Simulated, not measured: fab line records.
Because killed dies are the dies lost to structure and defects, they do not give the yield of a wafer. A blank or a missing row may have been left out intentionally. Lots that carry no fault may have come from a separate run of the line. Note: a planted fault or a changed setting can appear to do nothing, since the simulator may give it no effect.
fab line records -- flow rit-cmos
[record] lots = 5, wafers = 23
route steps=202 shown REOX@101 PLDD@115 SPACER@125 CONTACT@168 M1@184
start-h: hours from the record's opening day to when the first of the lot's shown wafers began -- wait-h: how many hours have passed since the lot's step before this one -- " repeats the value in the row above -- L1.1+2: one row covering several wafers at once -- - either no value or no given start -- * or withheld: withheld -- < > ~ a bound
route shown NAME@n: a module of which the file shows steps, and the number in the route of the first -- usual: mean/standard deviation of fault-free wafers -- same: alike in all rows -- chamber/n: place in a boat -- sites: readings site by site -- _std_site: the values' standard deviation -- _edge_site: mean of outer sites minus mean of inner sites -- radius-mm: for every site, how far away it sits from the centre of the wafer -- mask NAME#n: copy n -- behind: the last tool/chamber to shape the wafer -- hold: what put the lot on hold/how long, in hours/how the hold closed -- device: the n, p or np transistor that did not switch -- end of line: tests of these same wafers at the route's end -- for a step that has no rows: nothing shown but its recipe -- killed: dies lost to structure and defects at the first sort, not the wafer's yield -- map: the dies of a wafer, with x for killed, . for not killed, _ for no die there
set.NAME: the run value of the setting; set.NAME@STEP: its run value at that earlier step -- model.NAME: the simulator's own value behind a step, which no gauge read
lots run with intentionally changed settings; tables by step, rows by wafer
[[steps]]
[step RIT_REOX_OXIDATION_03]
[recipe] temp-c = 900, ambient = O2, target-thk-a = 252, ox-time-s = 5580
lot.wafer,tool,chamber,start-h,wait-h,set.temp-c,set.temp-c@GATE_CVD_08,model.poly-Si_of_GATE_CVD_08.thk-nm,model.SiO2_of_REOX_OXIDATION_03.thk-nm
L075.2,-,-,-,0.0,925.4,597.3,164.3,32.44
L075.3,-,-,-,0.0,925.4,597.3,165.9,32.57
L075.4,-,-,-,0.0,925.4,597.3,166.8,32.36
L075.5,-,-,-,0.0,925.4,597.3,164,32.72
L075.6,-,-,-,0.0,925.4,597.3,167.2,32.77
L076.1,-,-,-,0.0,884.9,616.4,270.1,22.29
L076.2,-,-,-,0.0,884.9,616.4,271.6,22.65
L076.3,-,-,-,0.0,884.9,616.4,270.6,22.32
L076.4,-,-,-,0.0,884.9,616.4,273,22.49
L076.5,-,-,-,0.0,884.9,616.4,269.7,22.36
L078.1,-,-,-,1.8,920.4,594.6,151.6,31.94
L078.2,-,-,-,1.8,920.4,594.6,151.1,31.63
L078.4,-,-,-,1.8,920.4,594.6,154.5,31.62
L078.5,-,-,-,1.8,920.4,594.6,152.6,31.62
L078.6,-,-,-,1.8,920.4,594.6,152.3,31.68
L083.2,furnace-03,0,87.59,0.0,900,610,237.1,24.58
L083.4,furnace-03,0,87.59,0.0,900,610,237,24.74
L083.6,furnace-03,0,87.59,0.0,900,610,235.8,25.06
L084.1,-,-,-,0.1,924,619,287.4,32.43
L084.2,-,-,-,0.1,924,619,286.9,32.17
L084.3,-,-,-,0.1,924,619,286.6,32.78
L084.4,-,-,-,0.1,924,619,285.2,32.82
L084.5,-,-,-,0.1,924,619,285.8,32.39
[step RIT_REOX_THK_MEAS_04]
[recipe] reads = SiO2_of_REOX_OXIDATION_03
[usual] REOX_OXIDE_THK = 25.4/0.46
lot.wafer,tool,chamber,start-h,wait-h,set.temp-c@REOX_OXIDATION_03,REOX_OXIDE_THK[nm]
L075.2,film-metro-01,-,-,-,925.4,32.4
L075.3,film-metro-01,-,-,-,925.4,32.6
L075.4,film-metro-01,-,-,-,925.4,32.4
L075.5,film-metro-01,-,-,-,925.4,32.7
L075.6,film-metro-01,-,-,-,925.4,32.8
L076.1,film-metro-04,-,-,-,884.9,22.3
L076.2,film-metro-04,-,-,-,884.9,22.6
L076.3,film-metro-04,-,-,-,884.9,22.3
L076.4,film-metro-04,-,-,-,884.9,22.5
L076.5,film-metro-04,-,-,-,884.9,22.4
L078.1,film-metro-02,-,-,-,920.4,32.0
L078.2,film-metro-02,-,-,-,920.4,31.7
L078.4,film-metro-02,-,-,-,920.4,31.7
L078.5,film-metro-02,-,-,-,920.4,31.6
L078.6,film-metro-02,-,-,-,920.4,31.7
L083.2,film-metro-02,-,90.15,0.0,900,24.6
L083.4,film-metro-02,-,90.15,0.0,900,24.8
L083.6,film-metro-02,-,90.15,0.0,900,25.1
L084.1,film-metro-04,-,-,-,924,32.4
L084.2,film-metro-04,-,-,-,924,32.2
L084.3,film-metro-04,-,-,-,924,32.7
L084.4,film-metro-04,-,-,-,924,32.8
L084.5,film-metro-04,-,-,-,924,32.4
[step RIT_PLDD_COAT_01]
[recipe] resist = NOVOLAK, spin-rpm = 3250, resist-thk-nm = 1000
lot.wafer,tool,chamber,start-h,wait-h,set.resist-thk-nm,model.NOVOLAK_of_PLDD_COAT_01.thk-nm
L075.2,litho-track-02,0,52.90,0.1,1000,994.8
L075.3,litho-track-02,0,52.90,0.1,1000,998.8
L075.4,litho-track-02,0,52.90,0.1,1000,997.9
L075.5,litho-track-02,0,52.90,0.1,1000,998.3
L075.6,litho-track-02,0,52.90,0.1,1000,999.4
L076.1,litho-track-01,0,58.14,0.1,1049,1051
L076.2,litho-track-01,0,58.14,0.1,1000,997.9
L076.3,litho-track-01,0,58.14,0.1,1049,1047
L076.4,litho-track-01,0,58.14,0.1,1000,999.6
L076.5,litho-track-01,0,58.14,0.1,1000,1000
L078.1,litho-track-02,0,67.09,0.1,1000,998.8
L078.2,litho-track-02,0,67.09,0.1,951,948.8
L078.4,litho-track-02,0,67.09,0.1,951,947.3
L078.5,litho-track-02,0,67.09,0.1,951,948.2
L078.6,litho-track-02,0,67.09,0.1,1000,994.9
L083.2,litho-track-03,0,91.93,0.1,1000,1000
L083.4,litho-track-03,0,91.93,0.1,1000,1002
L083.6,litho-track-03,0,91.93,0.1,1000,1001
L084.1,litho-track-01,0,93.35,0.1,1000,1004
L084.2,litho-track-01,0,93.35,0.1,1000,1007
L084.3,litho-track-01,0,93.35,0.1,1000,1010
L084.4,litho-track-01,0,93.35,0.1,1000,1003
L084.5,litho-track-01,0,93.35,0.1,1000,1005
[step RIT_PLDD_DEVELOP_05]
[recipe] resist = NOVOLAK, develop-time-s = 50, dev-temp-c = 23
lot.wafer,tool,chamber,start-h,wait-h,set.develop-time-s
L075.2+5+6,litho-track-02,0,-,-,47.39
L075.3+4,litho-track-02,0,-,-,50
L076.1+2+5,litho-track-01,0,-,-,50
L076.3+4,litho-track-01,0,-,-,56.57
L078.1+2+4+5+6,litho-track-02,0,-,-,50
L083.2+4+6,litho-track-03,0,-,-,50
L084.1+3+4,litho-track-03,0,-,-,57.45
L084.2+5,litho-track-03,0,-,-,50
[step RIT_PLDD_HARDBAKE_07]
[recipe] resist = NOVOLAK, temp-c = 140, time-s = 60
lot.wafer,tool,chamber,start-h,wait-h,set.resist-thk-nm@PLDD_COAT_01,model.NOVOLAK_of_PLDD_COAT_01.thk-nm
L075.2,litho-track-01,0,53.82,0.1,1000,879.3
L075.3,litho-track-01,0,53.82,0.1,1000,882.8
L075.4,litho-track-01,0,53.82,0.1,1000,881.9
L075.5,litho-track-01,0,53.82,0.1,1000,882.3
L075.6,litho-track-01,0,53.82,0.1,1000,883.3
L076.1,litho-track-02,0,58.88,0.0,1049,928.1
L076.2,litho-track-02,0,58.88,0.0,1000,882
L076.3,litho-track-02,0,58.88,0.0,1049,925.3
L076.4,litho-track-02,0,58.88,0.0,1000,883.4
L076.5,litho-track-02,0,58.88,0.0,1000,884.1
L078.1,litho-track-03,0,68.01,0.0,1000,882.8
L078.2,litho-track-03,0,68.01,0.0,951,839
L078.4,litho-track-03,0,68.01,0.0,951,837.7
L078.5,litho-track-03,0,68.01,0.0,951,838.5
L078.6,litho-track-03,0,68.01,0.0,1000,879.4
L083.2,litho-track-03,0,92.76,0.0,1000,883.7
L083.4,litho-track-03,0,92.76,0.0,1000,885.6
L083.6,litho-track-03,0,92.76,0.0,1000,884.9
L084.1,litho-track-01,0,94.08,0.0,1000,886.8
L084.2,litho-track-01,0,94.08,0.0,1000,890.1
L084.3,litho-track-01,0,94.08,0.0,1000,892.2
L084.4,litho-track-01,0,94.08,0.0,1000,886.2
L084.5,litho-track-01,0,94.08,0.0,1000,888.3
[step RIT_PLDD_IMPLANT_08]
[recipe] species = BF2, energy-kev = 20, dose-cm2 = 8.92e+14, tilt-deg = 7
[step RIT_PLDD_STRIP_09]
[recipe] chemistry = O2, time-s = 180, resist = NOVOLAK, platen-temp-c = withheld, power-w = 500, pressure-mtorr = 4000, o2-flow-sccm = 4000
[step RIT_SPACER_CLEAN_00]
[recipe] chemistry = SC1, mix = 3:3:50, time-s = 600, temp-c = 75
lot.wafer,tool,chamber,start-h,wait-h,set.temp-c@REOX_OXIDATION_03,model.SiO2_of_REOX_OXIDATION_03.thk-nm
L075.2,wet-bench-01,3,54.33,0.0,925.4,29.95
L075.3,wet-bench-01,3,54.33,0.0,925.4,30.07
L075.4,wet-bench-01,3,54.33,0.0,925.4,29.86
L075.5,wet-bench-01,3,54.33,0.0,925.4,30.19
L075.6,wet-bench-01,3,54.33,0.0,925.4,30.26
L076.1,wet-bench-01,0,59.41,0.1,884.9,20.55
L076.2,wet-bench-01,0,59.41,0.1,884.9,20.86
L076.3,wet-bench-01,0,59.41,0.1,884.9,20.57
L076.4,wet-bench-01,0,59.41,0.1,884.9,20.72
L076.5,wet-bench-01,0,59.41,0.1,884.9,20.61
L078.1,wet-bench-01,1,68.54,0.1,920.4,29.54
L078.2,wet-bench-01,1,68.54,0.1,920.4,29.25
L078.4+5,wet-bench-01,1,68.54,0.1,920.4,29.24
L078.6,wet-bench-01,1,68.54,0.1,920.4,29.29
L083.2,wet-bench-01,0,93.27,0.0,900,22.65
L083.4,wet-bench-01,0,93.27,0.0,900,22.82
L083.6,wet-bench-01,0,93.27,0.0,900,23.1
L084.1,wet-bench-04,0,94.62,0.1,924,29.96
L084.2,wet-bench-04,0,94.62,0.1,924,29.72
L084.3,wet-bench-04,0,94.62,0.1,924,30.28
L084.4,wet-bench-04,0,94.62,0.1,924,30.29
L084.5,wet-bench-04,0,94.62,0.1,924,29.91
[step RIT_SPACER_ETCHBACK_05]
[recipe] target-depth-a = 2500, SF6_flow_sccm = 30, CHF3_flow_sccm = 30, target = Si3N4, chemistry = SF6/CHF3, pressure-mtorr = 40, rf-w = 250, time-s = 240, stop-on = SiO2
lot.wafer,tool,chamber,start-h,wait-h,set.time-s,set.temp-c@GATE_CVD_08,model.poly-Si_of_GATE_CVD_08.thk-nm,model.Si3N4_of_SPACER_CVD_03.thk-nm
L075.2,rie-diel-03,2,56.67,0.0,223.1,597.3,104.6,200.5
L075.3,rie-diel-03,1,56.67,0.0,223.1,597.3,105,196.1
L075.4,rie-diel-03,0,56.67,0.0,240,597.3,100.2,192.9
L075.5,rie-diel-03,2,56.67,0.0,223.1,597.3,104,201.4
L075.6,rie-diel-03,1,56.67,0.0,240,597.3,101.9,195.1
L076.1,rie-diel-02,1,61.76,0.1,240,616.4,206.5,197.4
L076.2,rie-diel-02,3,61.76,0.1,259,616.4,203.1,194.6
L076.3,rie-diel-02,2,61.76,0.1,259,616.4,200.1,191.6
L076.4,rie-diel-02,0,61.76,0.1,240,616.4,207.3,196.2
L076.5,rie-diel-02,0,61.76,0.1,259,616.4,198.3,191
L078.1,rie-diel-03,3,70.90,0.1,215.1,594.6,93.89,201.9
L078.2,rie-diel-03,0,70.90,0.1,240,594.6,84.31,195.1
L078.4,rie-diel-03,2,70.90,0.1,215.1,594.6,96.67,202.7
L078.5,rie-diel-03,3,70.90,0.1,215.1,594.6,95.01,204.7
L078.6,rie-diel-03,2,70.90,0.1,240,594.6,87.69,198.2
L083.2,rie-diel-01,2,96.13,0.0,240,610,170.7,197.2
L083.4,rie-diel-01,3,96.13,0.0,240,610,171.9,198.1
L083.6,rie-diel-01,2,96.13,0.0,240,610,169.2,198.3
L084.1,rie-diel-02,2,97.31,0.1,256,619,217.9,193.4
L084.2,rie-diel-02,0,97.31,0.1,240,619,220.8,196.3
L084.3,rie-diel-02,1,97.31,0.1,256,619,218.7,192.5
L084.4,rie-diel-02,3,97.31,0.1,240,619,220.5,195.6
L084.5,rie-diel-02,2,97.31,0.1,256,619,216.7,193.8
[step RIT_CONTACT_CVD_00]
[recipe] material = SiO2, target-thk-nm = 400, precursor = TEOS, temp-c = 390, time-s = 61, rf-w = 400
lot.wafer,tool,chamber,start-h,wait-h,set.time-s,model.SiO2_of_CONTACT_CVD_00.thk-nm
L075.2,pecvd-04,2,61.16,0.0,61,394.5
L075.3+4+5,pecvd-04,"1,2,0",61.16,0.0,61,-
L075.6,pecvd-04,1,61.16,0.0,61,402.2
L076.1,pecvd-02,2,66.67,0.1,61,391.5
L076.2,pecvd-02,1,66.67,0.1,52.87,345.4
L076.3,pecvd-02,0,66.67,0.1,52.87,346.2
L076.4,pecvd-02,2,66.67,0.1,61,400.5
L076.5,pecvd-02,0,66.67,0.1,61,399.3
L078.1,pecvd-04,0,75.93,0.1,61,395.9
L078.2,pecvd-04,1,75.93,0.1,70.12,456.3
L078.4,pecvd-04,1,75.93,0.1,61,398.1
L078.5,pecvd-04,2,75.93,0.1,70.12,462.2
L078.6,pecvd-04,0,75.93,0.1,70.12,460.4
L083.2,pecvd-01,0,100.76,0.0,61,391.6
L083.4,pecvd-01,1,100.76,0.0,61,395.5
L083.6,pecvd-01,2,100.76,0.0,61,403.4
L084.1,pecvd-04,2,102.47,0.1,61,390.5
L084.2+4,pecvd-04,"0,2",102.47,0.1,54.11,-
L084.3,pecvd-04,1,102.47,0.1,61,388.8
L084.5,pecvd-04,1,102.47,0.1,54.11,354.5
[step RIT_CONTACT_THK_MEAS_01]
[recipe] reads = SiO2_of_CONTACT_CVD_00
[usual] CONTACT_TEOS_THK = 397/4.7
lot.wafer,tool,chamber,start-h,wait-h,set.time-s@CONTACT_CVD_00,CONTACT_TEOS_THK[nm]
L075.2,film-metro-04,-,61.22,0.0,61,395
L075.3,film-metro-04,-,61.22,0.0,61,393
L075.4,film-metro-04,-,61.22,0.0,61,402
L075.5,film-metro-04,-,61.22,0.0,61,400
L075.6,film-metro-04,-,61.22,0.0,61,402
L076.1,film-metro-04,-,66.72,0.0,61,391
L076.2,film-metro-04,-,66.72,0.0,52.87,345
L076.3,film-metro-04,-,66.72,0.0,52.87,346
L076.4,film-metro-04,-,66.72,0.0,61,401
L076.5,film-metro-04,-,66.72,0.0,61,399
L078.1,film-metro-02,-,75.98,0.0,61,396
L078.2,film-metro-02,-,75.98,0.0,70.12,456
L078.4,film-metro-02,-,75.98,0.0,61,398
L078.5,film-metro-02,-,75.98,0.0,70.12,462
L078.6,film-metro-02,-,75.98,0.0,70.12,460
L083.2,film-metro-01,-,100.82,0.0,61,392
L083.4,film-metro-01,-,100.82,0.0,61,396
L083.6,film-metro-01,-,100.82,0.0,61,403
L084.1,film-metro-04,-,102.52,0.0,61,391
L084.2,film-metro-04,-,102.52,0.0,54.11,348
L084.3,film-metro-04,-,102.52,0.0,61,389
L084.4,film-metro-04,-,102.52,0.0,54.11,351
L084.5,film-metro-04,-,102.52,0.0,54.11,355
[step RIT_M1_SPUTTER_00]
[recipe] material = Al, target-thk-nm = 400, power-w = 2000, chamber-pressure-pa = 0.4, gas = Ar, time-s = 500, substrate-temp-c = 25
lot.wafer,tool,chamber,start-h,wait-h,set.time-s,model.Al_of_M1_SPUTTER_00.thk-nm
L075.2,pvd-sputter-02,-,63.51,0.0,500,405.5
L075.3,pvd-sputter-02,-,63.51,0.0,440.8,358.2
L075.4,pvd-sputter-02,-,63.51,0.0,440.8,360.6
L075.5,pvd-sputter-02,-,63.51,0.0,440.8,355.1
L075.6,pvd-sputter-02,-,63.51,0.0,500,406.2
L076.1,pvd-sputter-04,-,69.03,0.0,500,394.7
L076.2,pvd-sputter-04,-,69.03,0.0,500,395.7
L076.3,pvd-sputter-04,-,69.03,0.0,500,395
L076.4,pvd-sputter-04,-,69.03,0.0,500,395.9
L076.5,pvd-sputter-04,-,69.03,0.0,500,397.7
L078.1,pvd-sputter-04,-,78.27,0.0,500,397.3
L078.2,pvd-sputter-04,-,78.27,0.0,522.1,411.2
L078.4,pvd-sputter-04,-,78.27,0.0,522.1,413.3
L078.5,pvd-sputter-04,-,78.27,0.0,500,397.4
L078.6,pvd-sputter-04,-,78.27,0.0,522.1,412.1
L083.2,pvd-sputter-01,-,103.49,0.0,500,405.8
L083.4,pvd-sputter-01,-,103.49,0.0,500,402.3
L083.6,pvd-sputter-01,-,103.49,0.0,500,400.9
L084.1,pvd-sputter-04,-,104.82,0.0,500,395.9
L084.2,pvd-sputter-04,-,104.82,0.0,452.4,363.5
L084.3,pvd-sputter-04,-,104.82,0.0,500,396.4
L084.4,pvd-sputter-04,-,104.82,0.0,452.4,357.1
L084.5,pvd-sputter-04,-,104.82,0.0,500,396.1
[step RIT_M1_RS_MEAS_01]
[recipe] thk-meas-gauge = four-point-probe, reads = Al_of_M1_SPUTTER_00
[usual] M1_AL_RS = 0.0732/0.00072
lot.wafer,tool,chamber,start-h,wait-h,set.time-s@M1_SPUTTER_00,M1_AL_RS[ohm/sq]
L075.2,film-metro-01,-,63.82,0.2,500,0.0724
L075.3,film-metro-01,-,63.82,0.2,440.8,0.0822
L075.4,film-metro-01,-,63.82,0.2,440.8,0.0816
L075.5,film-metro-01,-,63.82,0.2,440.8,0.0829
L075.6,film-metro-01,-,63.82,0.2,500,0.0722
L076.1,film-metro-01,-,69.32,0.1,500,0.0746
L076.2,film-metro-01,-,69.32,0.1,500,0.0742
L076.3,film-metro-01,-,69.32,0.1,500,0.0744
L076.4,film-metro-01,-,69.32,0.1,500,0.0740
L076.5,film-metro-01,-,69.32,0.1,500,0.0738
L078.1,film-metro-01,-,78.57,0.1,500,0.0740
L078.2,film-metro-01,-,78.57,0.1,522.1,0.0713
L078.4,film-metro-01,-,78.57,0.1,522.1,0.0710
L078.5,film-metro-01,-,78.57,0.1,500,0.0738
L078.6,film-metro-01,-,78.57,0.1,522.1,0.0712
L083.2,film-metro-02,-,103.80,0.2,500,0.0725
L083.4,film-metro-02,-,103.80,0.2,500,0.0731
L083.6,film-metro-02,-,103.80,0.2,500,0.0733
L084.1,film-metro-01,-,105.12,0.2,500,0.0743
L084.2,film-metro-01,-,105.12,0.2,452.4,0.0809
L084.3,film-metro-01,-,105.12,0.2,500,0.0740
L084.4,film-metro-01,-,105.12,0.2,452.4,0.0825
L084.5,film-metro-01,-,105.12,0.2,500,0.0741
[step RIT_M1_THK_MEAS_02]
[recipe] thk-meas-gauge = xrf, reads = Al_of_M1_SPUTTER_00
[usual] M1_AL_THK = 396/3.8
lot.wafer,tool,chamber,start-h,wait-h,set.time-s@M1_SPUTTER_00,M1_AL_THK[nm]
L075.2,film-metro-01,-,63.93,0.1,500,399
L075.3,film-metro-01,-,63.93,0.1,440.8,354
L075.4,film-metro-01,-,63.93,0.1,440.8,355
L075.5,film-metro-01,-,63.93,0.1,440.8,351
L075.6,film-metro-01,-,63.93,0.1,500,399
L076.1,film-metro-01,-,69.44,0.1,500,394
L076.2,film-metro-01,-,69.44,0.1,500,391
L076.3,film-metro-01,-,69.44,0.1,500,389
L076.4,film-metro-01,-,69.44,0.1,500,391
L076.5,film-metro-01,-,69.44,0.1,500,395
L078.1,film-metro-01,-,78.69,0.1,500,393
L078.2,film-metro-01,-,78.69,0.1,522.1,408
L078.4,film-metro-01,-,78.69,0.1,522.1,411
L078.5,film-metro-01,-,78.69,0.1,500,393
L078.6,film-metro-01,-,78.69,0.1,522.1,407
L083.2,film-metro-02,-,103.91,0.1,500,402
L083.4,film-metro-02,-,103.91,0.1,500,395
L083.6,film-metro-02,-,103.91,0.1,500,394
L084.1,film-metro-01,-,105.24,0.1,500,391
L084.2,film-metro-01,-,105.24,0.1,452.4,360
L084.3,film-metro-01,-,105.24,0.1,500,391
L084.4,film-metro-01,-,105.24,0.1,452.4,353
L084.5,film-metro-01,-,105.24,0.1,500,390
[step RIT_M1_EXPOSE_06]
[recipe] mask-id = M12, na = 0.6, source-shape = conventional, sigma-outer = 0.5, target-cd-nm = 2600, dose-mj = 250
lot.wafer,tool,chamber,start-h,wait-h,mask,set.dose-mj
L075.2+3+4+5+6,iline-stepper-02,0,64.45,0.1,M12#0,250
L076.1+2+3+4+5,iline-stepper-02,0,69.95,0.1,M12#0,250
L078.1+4+5,iline-stepper-01,0,79.32,0.2,M12#0,250
L078.2+6,iline-stepper-01,0,79.32,0.2,M12#0,240.1
L083.2+4+6,iline-stepper-01,0,104.56,0.2,M12#0,250
L084.1+3+4,iline-stepper-02,0,105.88,0.2,M12#0,250
L084.2+5,iline-stepper-02,0,105.88,0.2,M12#0,261.2
[step RIT_M1_PEB_07]
[recipe] resist = NOVOLAK, temp-c = withheld, time-s = withheld
[step RIT_M1_DEVELOP_08]
[recipe] resist = NOVOLAK, develop-time-s = 68, dev-temp-c = 22.29
[step RIT_M1_CD_MEAS_09]
[recipe] target-cd-nm = 2600
[usual] cd-nm = 2598.8/2.9
lot.wafer,tool,chamber,start-h,wait-h,set.dose-mj@M1_EXPOSE_06,cd-nm
L075.2,cd-sem-01,-,64.88,-,250,2596.7
L075.3,cd-sem-01,-,64.88,-,250,2597.5
L075.4,cd-sem-01,-,64.88,-,250,2595.7
L075.5,cd-sem-01,-,64.88,-,250,2598.9
L075.6,cd-sem-01,-,64.88,-,250,2596.2
L076.1,cd-sem-02,-,70.53,-,250,2600.0
L076.2,cd-sem-02,-,70.53,-,250,2599.9
L076.3,cd-sem-02,-,70.53,-,250,2599.4
L076.4,cd-sem-02,-,70.53,-,250,2599.6
L076.5,cd-sem-02,-,70.53,-,250,2600.1
L078.1,cd-sem-02,-,79.75,-,250,2598.7
L078.2,cd-sem-02,-,79.75,-,240.1,2608.1
L078.4,cd-sem-02,-,79.75,-,250,2596.7
L078.5,cd-sem-02,-,79.75,-,250,2596.8
L078.6,cd-sem-02,-,79.75,-,240.1,2607.2
L083.2,cd-sem-01,-,104.99,-,250,2595.9
L083.4,cd-sem-01,-,104.99,-,250,2597.2
L083.6,cd-sem-01,-,104.99,-,250,2596.5
L084.1,cd-sem-01,-,106.30,-,250,2597.8
L084.2,cd-sem-01,-,106.30,-,261.2,2584.7
L084.3,cd-sem-01,-,106.30,-,250,2600.0
L084.4,cd-sem-01,-,106.30,-,250,2601.0
L084.5,cd-sem-01,-,106.30,-,261.2,2588.8
[step RIT_M1_HARDBAKE_11]
[recipe] resist = NOVOLAK, temp-c = 140, time-s = 120
[step RIT_M1_METAL_ETCH_12]
[recipe] stop-on = SiO2, chemistry = Cl2/BCl3, target = Al, time-s = 165, over-etch-frac = 0.5, pressure-mtorr = 100, target-depth-a = 6000, rf-w = 250, Cl2_flow_sccm = 60, bcl3-flow-sccm = 50
[usual] oes-product-au = 0.773/0.014
lot.wafer,tool,chamber,start-h,wait-h,set.time-s@M1_SPUTTER_00,oes-product-au
L075.2,rie-metal-03,0,65.27,0.2,500,0.787
L075.3,rie-metal-03,1,65.27,0.2,440.8,0.718
L075.4,rie-metal-03,0,65.27,0.2,440.8,0.731
L075.5,rie-metal-03,1,65.27,0.2,440.8,0.723
L075.6,rie-metal-03,0,65.27,0.2,500,0.781
L076.1,rie-metal-01,0,70.98,0.2,500,0.749
L076.2,rie-metal-01,1,70.98,0.2,500,0.771
L076.3,rie-metal-01,0,70.98,0.2,500,0.753
L076.4,rie-metal-01,1,70.98,0.2,500,0.771
L076.5,rie-metal-01,1,70.98,0.2,500,0.769
L078.1,rie-metal-03,0,80.16,0.2,500,0.771
L078.2,rie-metal-03,1,80.16,0.2,522.1,0.768
L078.4,rie-metal-03,0,80.16,0.2,522.1,0.795
L078.5,rie-metal-03,0,80.16,0.2,500,0.775
L078.6,rie-metal-03,1,80.16,0.2,522.1,0.776
L083.2,rie-metal-04,0,105.37,0.2,500,0.783
L083.4,rie-metal-04,0,105.37,0.2,500,0.779
L083.6,rie-metal-04,0,105.37,0.2,500,0.785
L084.1,rie-metal-03,1,106.75,0.2,500,0.758
L084.2,rie-metal-03,0,106.75,0.2,452.4,0.739
L084.3,rie-metal-03,0,106.75,0.2,500,0.774
L084.4,rie-metal-03,1,106.75,0.2,452.4,0.721
L084.5,rie-metal-03,1,106.75,0.2,500,0.755
[step RIT_M1_PROBE_99]
lot.wafer,tool,chamber,start-h,wait-h,set.temp-c@REOX_OXIDATION_03,set.time-s@SPACER_ETCHBACK_05,model.etest.nmos_0p15.r-on-ohm-um,model.etest.nmos_0p3.r-on-ohm-um,model.etest.pldd.line-ohm-um,model.etest.pldd.rs-ohm-sq
L075.2,prober-01,-,67.57,0.1,925.4,223.1,1280,2260,369.6,1144
L075.3,prober-01,-,67.62,0.2,925.4,223.1,1369,2341,380.3,1188
L075.5,prober-01,-,67.72,0.2,925.4,223.1,1310,2322,388.9,1227
L075.6,prober-01,-,67.77,0.2,925.4,240,1434,2417,396.5,1232
L076.1,prober-02,-,73.41,0.1,884.9,240,1046,2078,124.6,399.7
L076.2,prober-02,-,73.46,0.1,884.9,259,1134,2133,126.3,406.1
L076.3,prober-02,-,73.51,0.2,884.9,259,1221,2192,126.3,399.4
L076.4,prober-02,-,73.56,0.2,884.9,240,1061,2075,126.9,406
L076.5,prober-02,-,73.61,0.2,884.9,259,1235,2236,125.6,399.1
L078.1,prober-02,-,82.59,0.1,920.4,215.1,1141,2121,291.8,931
L078.4,prober-02,-,82.74,0.2,920.4,215.1,1179,2158,279.9,894.4
L078.5,prober-02,-,82.79,0.2,920.4,215.1,1140,2122,277.5,885.5
L078.6,prober-02,-,82.84,0.2,920.4,240,1294,2234,279.1,903.6
L083.2,prober-01,-,107.68,0.1,900,240,1130,2128,144.2,459.1
L083.4,prober-01,-,107.78,0.2,900,240,1096,2096,146.9,462.2
L083.6,prober-01,-,107.88,0.2,900,240,1143,2110,152.8,479.5
L084.1,prober-02,-,109.13,0.1,924,256,1723,2689,333,1078
L084.2,prober-02,-,109.18,0.1,924,240,1552,2561,327.4,1056
L084.3,prober-02,-,109.23,0.2,924,256,1678,2679,353.3,1147
L084.4,prober-02,-,109.28,0.2,924,240,1567,2591,361,1151
L084.5,prober-02,-,109.33,0.2,924,256,1680,2706,334.5,1075
// killed by level:class
L083.2 FOX1:geometric-particle:open=3 REOX:geometric-particle:open=3 GATE:geometric-particle:short=2 GATE:geometric-particle:open=2 SILICIDE:geometric-particle:short=2 FOX1:geometric-particle:short=1 FOX2:geometric-particle:open=1 FOX2:geometric-particle:short=1
L083.4 FOX1:geometric-particle:short=1 GATE:geometric-particle:open=1 GATE:geometric-particle:short=1 REOX:geometric-particle:open=1 SPACER:geometric-particle:short=1
L083.6 FOX2:geometric-particle:short=3 FOX1:geometric-particle:open=1 FOX2:geometric-particle:open=1 GATE:geometric-particle:open=1 GATE:geometric-particle:short=1
[[key]]
[split] step = RIT_REOX_OXIDATION_03, setting = temp-c, stated = 900, by = lot
[response] step = RIT_REOX_OXIDATION_03, reading = model.SiO2_of_REOX_OXIDATION_03.thk-nm, change = +2.38, per = 1%, r = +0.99
[response] step = RIT_REOX_THK_MEAS_04, reading = REOX_OXIDE_THK, change = +2.38, per = 1%, r = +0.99
[response] step = RIT_SPACER_CLEAN_00, reading = model.SiO2_of_REOX_OXIDATION_03.thk-nm, change = +2.21, per = 1%, r = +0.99
[response] step = RIT_M1_PROBE_99, reading = model.etest.pldd.rs-ohm-sq, change = +170, per = 1%, r = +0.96
[response] step = RIT_M1_PROBE_99, reading = model.etest.pldd.line-ohm-um, change = +53.5, per = 1%, r = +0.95
[split] step = RIT_PLDD_COAT_01, setting = resist-thk-nm, stated = 1000, by = wafer
[response] step = RIT_PLDD_COAT_01, reading = model.NOVOLAK_of_PLDD_COAT_01.thk-nm, change = +10.1, per = 1%, r = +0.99
[response] step = RIT_PLDD_HARDBAKE_07, reading = model.NOVOLAK_of_PLDD_COAT_01.thk-nm, change = +8.8, per = 1%, r = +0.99
[split] step = RIT_PLDD_DEVELOP_05, setting = develop-time-s, stated = 50, by = wafer
response none clear
[split] step = RIT_SPACER_ETCHBACK_05, setting = time-s, stated = 240, by = wafer
[response] step = RIT_SPACER_ETCHBACK_05, reading = model.Si3N4_of_SPACER_CVD_03.thk-nm, change = -0.594, per = 1%, r = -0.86
[response] step = RIT_M1_PROBE_99, reading = model.etest.nmos_0p15.r-on-ohm-um, change = +16.8, per = 1%, r = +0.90
[response] step = RIT_M1_PROBE_99, reading = model.etest.nmos_0p3.r-on-ohm-um, change = +13.5, per = 1%, r = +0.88
[split] step = RIT_CONTACT_CVD_00, setting = time-s, stated = 61, by = wafer
[response] step = RIT_CONTACT_CVD_00, reading = model.SiO2_of_CONTACT_CVD_00.thk-nm, change = +3.9, per = 1%, r = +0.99
[response] step = RIT_CONTACT_THK_MEAS_01, reading = CONTACT_TEOS_THK, change = +3.88, per = 1%, r = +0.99
[split] step = RIT_M1_SPUTTER_00, setting = time-s, stated = 500, by = wafer
[response] step = RIT_M1_SPUTTER_00, reading = model.Al_of_M1_SPUTTER_00.thk-nm, change = +3.89, per = 1%, r = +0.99
[response] step = RIT_M1_RS_MEAS_01, reading = M1_AL_RS, change = -0.000807, per = 1%, r = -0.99
[response] step = RIT_M1_THK_MEAS_02, reading = M1_AL_THK, change = +3.75, per = 1%, r = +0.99
[response] step = RIT_M1_METAL_ETCH_12, reading = oes-product-au, change = +0.00419, per = 1%, r = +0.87
[split] step = RIT_M1_EXPOSE_06, setting = dose-mj, stated = 250, by = wafer
[response] step = RIT_M1_CD_MEAS_09, reading = cd-nm, change = -2.74, per = 1%, r = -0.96
split outside-this-file step=RIT_GATE_CVD_08 setting=temp-c
// split outside-this-file: this setting was split too, and the file shows its column; the key of that split is in another file
